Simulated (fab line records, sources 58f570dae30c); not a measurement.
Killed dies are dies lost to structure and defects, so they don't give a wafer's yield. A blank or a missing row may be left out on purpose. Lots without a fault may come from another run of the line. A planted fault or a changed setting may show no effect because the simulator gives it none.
Chamber matching | flow berkeley_cmos170 | UCB170_PWELL_WET_ETCH_20 on wet_bench-02: 3 sister chambers
The step etches SiO2 in BOE, time 22 s. 14 wafers are shown with their chamber, then 7 later ones without.

WAFERS WITH THEIR CHAMBER
wafer  | chamber | run_length_s (s)
L682.1 | 2       | 49.2
L682.2 | 2       | 49.2
L682.4 | 2       | 49.2
L684.2 | 2       | 49.4
L684.4 | 2       | 49.4
L684.6 | 2       | 49.4
L686.1 | 3       | 49.8
L686.4 | 3       | 49.8
L686.5 | 3       | 49.8
L689.1 | 0       | 48.8
L689.3 | 0       | 48.8
L689.4 | 0       | 48.8
L701.2 | 0       | 48.6
L701.3 | 0       | 48.6

SIGNATURES (means of the wafers above)
reading      | chamber 0 | chamber 2 | chamber 3 | scatter within a chamber
run_length_s | 48.720    | 49.300    | 49.800    | 0.0991
Rule: a wafer's distance from a chamber is the root of the sum, over the readings, of the square of ((its reading less the chamber's mean) divided by the reading's scatter). The wafer belongs to the nearest chamber; if the next one is less than 2 further off, it can't be placed. The scatter: the root of (the sum of the squares of (reading less its chamber's mean) over the shown wafers, divided by (wafers less chambers)).

WAFERS WITHOUT THEIR CHAMBER
wafer  | run_length_s (s)
L701.5 | 48.6
L703.4 | 49.1
L703.5 | 49.1
L703.6 | 49.1
L702.1 | 48.4
L702.5 | 48.4
L702.6 | 48.4

WHICH CHAMBER EACH WENT THROUGH
wafer  | from the rows above     | in truth
L701.5 | 0                       | 0
L703.4 | can't be placed: 2 or 0 | 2
L703.5 | can't be placed: 2 or 0 | 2
L703.6 | can't be placed: 2 or 0 | 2
L702.1 | 0                       | 0
L702.5 | 0                       | 0
L702.6 | 0                       | 0
Placed correctly: 4 of 7. Can't be placed from these rows: 3 (the true chamber is among the candidates in 3). Placed wrongly: 0.
